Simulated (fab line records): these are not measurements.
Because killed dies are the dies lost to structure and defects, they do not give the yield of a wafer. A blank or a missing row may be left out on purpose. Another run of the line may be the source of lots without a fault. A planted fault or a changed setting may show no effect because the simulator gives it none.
fab line records	flow berkeleyCmos170
[record] lots = 15	wafers = 45	lastDay = 14
route steps=331 shown NWELL@29 PWELL@47 BACKSIDE@200 V1@258
lots untouched by any fault: they come from a run of this same line in which no faults occurred
startH: start of the lot's first displayed wafer, in hours after the record's first day	waitH: time in hours since the lot's previous step	" repeats the value in the row above	L1.1+2: a row that stands for several wafers	- no value, or no start given	* or withheld: withheld	< > ~ a bound
route shown NAME@n: NAME is a module with steps in the file, n the number in the route of the first one	usual: mean/standard deviation of fault-free wafers	same: alike in all rows	chamber/n: place in a boat	sites: the reading at each site	_std_site: standard deviation across them	_edge_site: outer sites' mean less inner sites'	radiusMm: for every site, how far away it sits from the centre of the wafer	mask NAME#n: copy n	behind: the most recent tool/chamber to have shaped the wafer	hold: what put the lot on hold/how long, in hours/how the hold closed	device: names the non-switching transistor (n, p or np)	end of line: the same wafers' tests at the end of the route	a step given without rows: its recipe and nothing more	killed: count of dies lost to structure and defects at first sort (not the wafer's yield)	map: the dies of a wafer, with x for killed, . for not killed, _ for no die there
set.NAME: the run value of the setting; set.NAME@STEP: its run value at that earlier step	model.NAME: the simulator's own value behind a step, which no gauge read
steps of the route over a sample of lots; a table a step, a row a wafer
services: when a tool's chamber went out of use (startH, in hours from the record's first day, below 0 if earlier), for how many hours, and the reason
[[steps]]
[step UCB170_NWELL_STRIP_15]
[recipe] chemistry = O2	powerW = 400	pressureMtorr = 3500	platenTempC = withheld	o2FlowSccm = 400	overashFraction = 0.5
[usual] drypumpMotorCurrentA = 5.8/0.48	oesProductAu = 0.720/0.0045	stripTimeToEndpointS = 18.04/0.08
lot.wafer	tool	chamber	startH	waitH	drypumpMotorCurrentA	oesProductAu	rfHoursCounterH	stripTimeToEndpointS
L409.4	plasmaAsher-01	0	36.47	0.1	6.2	0.720	-	18.04
L409.5	"	1	"	"	5.4	0.722	-	18.02
L409.6	"	0	"	"	6.3	0.714	-	18.12
L410.1	plasmaAsher-01	1	44.31	0.1	5.5	0.722	25	18.19
L410.4	"	0	"	"	6.3	0.724	-	18.03
L410.6	"	0	"	"	6.3	0.715	-	17.96
L411.2	plasmaAsher-04	0	50.32	0.1	6.0	0.723	27	18.02
L411.3	"	0	"	"	6.1	0.718	-	17.99
L411.4	"	1	"	"	5.0	0.713	-	17.90
L412.2	plasmaAsher-03	1	57.06	0.1	5.6	0.709	29	17.92
L412.4	"	0	"	"	6.4	0.727	-	18.11
L412.5	"	0	"	"	6.5	0.720	-	17.98
L415.2	plasmaAsher-04	1	66.02	0.1	5.0	0.726	29	18.07
L415.5	"	0	"	"	6.1	0.715	-	18.12
L415.6	"	1	"	"	5.0	0.721	-	18.17
L416.1	plasmaAsher-04	0	77.14	0.1	6.1	0.722	30	17.96
L416.2	"	1	"	"	5.0	0.726	30	17.90
L416.4	"	1	"	"	5.0	0.723	-	18.03
L417.2	plasmaAsher-03	0	77.38	0.1	6.4	0.722	32	18.14
L417.4	"	1	"	"	5.7	0.725	-	18.09
L417.5	"	0	"	"	6.4	0.725	-	18.07
L422.4	plasmaAsher-01	1	105.06	0.1	5.5	0.715	-	18.09
L422.5	"	0	"	"	6.3	0.726	-	18.13
L422.6	"	1	"	"	5.5	0.720	-	18.13
L426.2	plasmaAsher-01	1	115.64	0.1	5.5	0.714	33	17.88
L426.5	"	0	"	"	6.2	0.717	-	17.89
L426.6	"	1	"	"	5.5	0.720	-	17.84
L425.3	plasmaAsher-04	0	115.95	0.1	6.1	0.724	-	17.94
L425.4	"	1	"	"	5.0	0.719	-	17.97
L425.5	"	1	"	"	5.0	0.719	-	17.98
L427.2	plasmaAsher-01	0	126.27	0.1	6.3	0.724	34	17.87
L427.3	"	1	"	"	5.5	0.722	-	17.91
L427.4	"	0	"	"	6.2	0.721	-	18.14
L429.1	plasmaAsher-01	0	133.51	0.1	6.3	0.714	35	18.14
L429.2	"	1	"	"	5.4	0.716	35	18.16
L429.5	"	0	"	"	6.2	0.722	-	18.17
L428.2	plasmaAsher-04	0	133.63	0.1	6.0	0.727	37	17.96
L428.4	"	0	"	"	6.0	0.711	-	17.96
L428.5	"	0	"	"	6.0	0.715	-	18.03
L430.1	plasmaAsher-03	1	144.22	0.1	5.6	0.728	3	18.05
L430.4	"	0	"	"	6.4	0.720	-	18.05
L430.6	"	1	"	"	5.6	0.719	-	18.03
L431.3	plasmaAsher-01	1	144.53	0.1	5.5	0.719	-	17.98
L431.5	"	0	"	"	6.3	0.713	-	17.95
L431.6	"	1	"	"	5.5	0.725	-	18.01
[step UCB170_PWELL_OVL_MEAS_13]
[usual] PWELL_OVL = -2/5.2
lot.wafer	tool	chamber	startH	waitH	PWELL_OVL[nm]
L409.4	overlay-01	-	58.07	-	2
L409.5	"	-	"	"	-1
L409.6	"	-	"	"	-2
L411.2	overlay-01	-	67.89	-	-12
L411.3	"	-	"	"	-17
L411.4	"	-	"	"	-8
L410.1	overlay-02	-	68.15	-	-1
L410.4	"	-	"	"	5
L410.6	"	-	"	"	-2
L412.2	overlay-02	-	78.06	-	-1
L412.4	"	-	"	"	-1
L412.5	"	-	"	"	6
L415.2	overlay-02	-	86.83	-	-2
L415.5	"	-	"	"	-8
L415.6	"	-	"	"	2
L416.1	overlay-02	-	97.60	-	0
L416.2	"	-	"	"	2
L416.4	"	-	"	"	-3
L417.2	overlay-01	-	97.80	-	0
L417.4	"	-	"	"	2
L417.5	"	-	"	"	0
L422.4	overlay-01	-	123.86	-	-4
L422.5	"	-	"	"	1
L422.6	"	-	"	"	0
L426.2	overlay-02	-	135.42	-	-6
L426.5	"	-	"	"	-7
L426.6	"	-	"	"	-8
L425.3	overlay-01	-	135.79	-	-6
L425.4	"	-	"	"	-8
L425.5	"	-	"	"	-4
L427.2	overlay-02	-	145.18	-	3
L427.3	"	-	"	"	-4
L427.4	"	-	"	"	5
L429.1	overlay-02	-	151.41	-	-8
L429.2	"	-	"	"	-11
L429.5	"	-	"	"	-7
L428.2	overlay-02	-	151.69	-	1
L428.4	"	-	"	"	-3
L428.5	"	-	"	"	0
L431.3	overlay-02	-	164.34	-	-6
L431.5	"	-	"	"	0
L431.6	"	-	"	"	-6
L430.1	overlay-02	-	164.64	-	-3
L430.4	"	-	"	"	-2
L430.6	"	-	"	"	1
[step UCB170_BACKSIDE_COAT_01]
[recipe] resist = KrF	spinRpm = 1500	resistThkNm = 900
lot.wafer	tool	chamber	startH	waitH
L409.4+5+6	lithoTrack-02	0	165.00	0.1
L411.2+3+4	lithoTrack-02	0	175.41	0.1
L410.1+4+6	lithoTrack-02	0	176.28	0.1
L412.2+4+5	lithoTrack-03	0	188.65	0.1
L416.1+2+4	lithoTrack-02	0	203.25	0.1
L415.2+5+6	lithoTrack-02	0	203.83	0.1
L417.2+4+5	lithoTrack-02	0	204.39	0.1
L422.4+5+6	lithoTrack-03	0	248.42	0.1
L426.2+5+6	lithoTrack-01	0	269.77	0.1
L427.2+3+4	lithoTrack-03	0	270.01	0.1
L425.3+4+5	lithoTrack-01	0	270.25	0.1
L428.2+4+5	lithoTrack-02	0	271.58	0.1
L429.1+2+5	lithoTrack-03	0	272.04	0.1
L430.1+4+6	lithoTrack-03	0	311.26	0.1
L431.3+5+6	lithoTrack-01	0	311.75	0.1
[step UCB170_BACKSIDE_STRIP_03]
[recipe] chemistry = O2	powerW = 400	pressureMtorr = 3500	platenTempC = withheld	o2FlowSccm = 400	overashFraction = 0.5
[usual] drypumpMotorCurrentA = 5.7/0.5	oesProductAu = 0.734/0.0045	stripTimeToEndpointS = 21.93/0.048
lot.wafer	tool	chamber	startH	waitH	drypumpMotorCurrentA	oesProductAu	rfHoursCounterH	stripTimeToEndpointS
L409.4	plasmaAsher-04	0	165.26	0.1	6.0	0.738	-	21.95
L409.5	"	0	"	"	6.0	0.728	-	21.91
L409.6	"	1	"	"	5.0	0.738	-	21.95
L411.2	plasmaAsher-02	1	175.68	0.1	6.1	0.736	46	21.93
L411.3	"	1	"	"	6.1	0.733	-	21.90
L411.4	"	0	"	"	5.2	0.741	-	21.91
L410.1	plasmaAsher-02	0	176.58	0.1	5.2	0.737	46	21.93
L410.4	"	0	"	"	5.2	0.737	-	21.95
L410.6	"	1	"	"	6.1	0.737	-	21.88
L412.2	plasmaAsher-02	1	188.92	0.1	6.0	0.736	47	21.88
L412.4	"	0	"	"	5.2	0.735	-	21.87
L412.5	"	1	"	"	6.1	0.731	-	21.90
L416.1	plasmaAsher-04	0	203.55	0.1	6.0	0.729	46	26.18
L416.2	"	1	"	"	5.0	0.734	46	26.13
L416.4	"	1	"	"	5.0	0.734	-	26.11
L415.2	plasmaAsher-04	1	204.10	0.1	5.0	0.743	46	26.28
L415.5	"	0	"	"	6.0	0.735	-	26.20
L415.6	"	1	"	"	5.0	0.739	-	26.27
L417.2	plasmaAsher-04	0	204.67	0.1	6.0	0.724	46	26.17
L417.4	"	1	"	"	5.0	0.731	-	26.23
L417.5	"	1	"	"	5.0	0.744	-	26.19
L422.4	plasmaAsher-04	0	248.68	0.1	6.0	0.738	-	22.04
L422.5	"	0	"	"	6.0	0.737	-	21.98
L422.6	"	1	"	"	5.0	0.732	-	22.03
L426.2	plasmaAsher-04	1	270.05	0.1	5.0	0.738	53	21.88
L426.5	"	1	"	"	5.0	0.730	-	21.91
L426.6	"	0	"	"	6.0	0.734	-	21.89
L427.2	plasmaAsher-02	0	270.29	0.1	5.2	0.731	55	22.02
L427.3	"	0	"	"	5.2	0.737	-	22.00
L427.4	"	1	"	"	6.1	0.737	-	22.09
L425.3	plasmaAsher-03	0	270.53	0.1	6.4	0.734	-	21.88
L425.4	"	1	"	"	5.6	0.738	-	21.91
L425.5	"	0	"	"	6.5	0.733	-	21.89
L428.2	plasmaAsher-04	0	271.85	0.1	6.1	0.731	53	21.87
L428.4	"	0	"	"	6.0	0.741	-	21.90
L428.5	"	0	"	"	6.0	0.734	-	21.82
L429.1	plasmaAsher-02	1	272.34	0.1	6.1	0.730	55	21.93
L429.2	"	0	"	"	5.2	0.734	55	22.01
L429.5	"	0	"	"	5.2	0.737	-	21.95
L430.1	plasmaAsher-04	1	311.56	0.1	5.0	0.724	57	21.94
L430.4	"	0	"	"	6.1	0.729	-	21.96
L430.6	"	0	"	"	6.0	0.736	-	21.98
L431.3	plasmaAsher-03	1	312.03	0.1	5.7	0.734	-	21.96
L431.5	"	1	"	"	5.7	0.736	-	21.97
L431.6	"	0	"	"	6.4	0.737	-	22.02
[step UCB170_V1_THK_MEAS_04]
[recipe] reads = SiO2_of_V1_CVD_00
[usual] V1_POLISHED_THK = 1000.3/1.3
lot.wafer	tool	chamber	startH	waitH	V1_POLISHED_THK[nm]
L409.4	filmMetro-02	-	177.02	0.1	998.9
L409.5	"	-	"	"	998.0
L409.6	"	-	"	"	998.5
L411.2	filmMetro-04	-	185.69	0.1	1001.1
L411.3	"	-	"	"	1000.1
L411.4	"	-	"	"	1000.8
L410.1	filmMetro-02	-	188.54	0.1	998.5
L410.4	"	-	"	"	998.6
L410.6	"	-	"	"	997.0
L412.2	filmMetro-02	-	200.06	0.1	998.6
L412.4	"	-	"	"	999.3
L412.5	"	-	"	"	1000.5
L417.2	filmMetro-04	-	216.58	0.1	1000.3
L417.4	"	-	"	"	999.0
L417.5	"	-	"	"	999.2
L415.2	filmMetro-04	-	217.91	0.1	1000.1
L415.5	"	-	"	"	1001.7
L415.6	"	-	"	"	1001.6
L416.1	filmMetro-04	-	218.20	0.1	1000.4
L416.2	"	-	"	"	999.9
L416.4	"	-	"	"	998.4
L422.4	filmMetro-02	-	259.77	0.1	1000.0
L422.5	"	-	"	"	1001.5
L422.6	"	-	"	"	1001.9
L426.2	filmMetro-03	-	279.58	0.1	1000.7
L426.5	"	-	"	"	1001.6
L426.6	"	-	"	"	1000.7
L427.2	filmMetro-03	-	281.57	0.1	1000.0
L427.3	"	-	"	"	1001.8
L427.4	"	-	"	"	1001.7
L425.3	filmMetro-04	-	282.92	0.1	1002.3
L425.4	"	-	"	"	999.6
L425.5	"	-	"	"	1000.7
L429.1	filmMetro-03	-	284.23	0.1	1001.3
L429.2	"	-	"	"	1001.1
L429.5	"	-	"	"	1000.5
L428.2	filmMetro-02	-	284.24	0.1	1000.8
L428.4	"	-	"	"	999.7
L428.5	"	-	"	"	1002.9
L430.1	filmMetro-04	-	322.64	0.1	999.3
L430.4	"	-	"	"	999.9
L430.6	"	-	"	"	1001.3
L431.3	filmMetro-04	-	323.99	0.1	1001.3
L431.5	"	-	"	"	998.8
L431.6	"	-	"	"	1002.5
[[services]]
tool	chamber	startH	hours	kind
plasmaAsher-03	-	42.88	8.2	repair
plasmaAsher-03	-	51.05	2.8	pm
plasmaAsher-03	-	108.75	9.0	pm
plasmaAsher-03	0	108.75	9.0	ventCycle
plasmaAsher-03	1	108.75	9.0	ventCycle
plasmaAsher-03	0	117.75	-	clean
plasmaAsher-03	1	117.75	-	clean
plasmaAsher-03	-	192.11	1.7	repair
plasmaAsher-01	-	227.22	11.5	repair
[[key]]
[firstSign] step = UCB170_BACKSIDE_STRIP_03	reading = stripTimeToEndpointS	direction = up	sigmas = 89	usual = *	struck = *
effect none on later readings
metAt UCB170_BACKSIDE_COAT_01
struckLots L415,L416,L417
testerLeftOut L415,L416,L417
notActingAt UCB170_NWELL_STRIP_15,UCB170_PWELL_OVL_MEAS_13,UCB170_V1_THK_MEAS_04
onsetBetween 176.28 203.25
[fault] kind = processParameterDrift	tool = lithoTrack-02	chamber = -	onsetH = 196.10	steps = UCB170_BACKSIDE_COAT_01	channel = resistThkNm	offset = *	shape = step	endH = 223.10	actsIn = *	stated = *
// testerLeftOut: of these lots the tester's yield and bins aren't shown, on N5 and GAA mostly nor the transistor test; their killed dies are dies lost to structure and defects alone, not to doping, threshold or leakage, so they don't give the yield
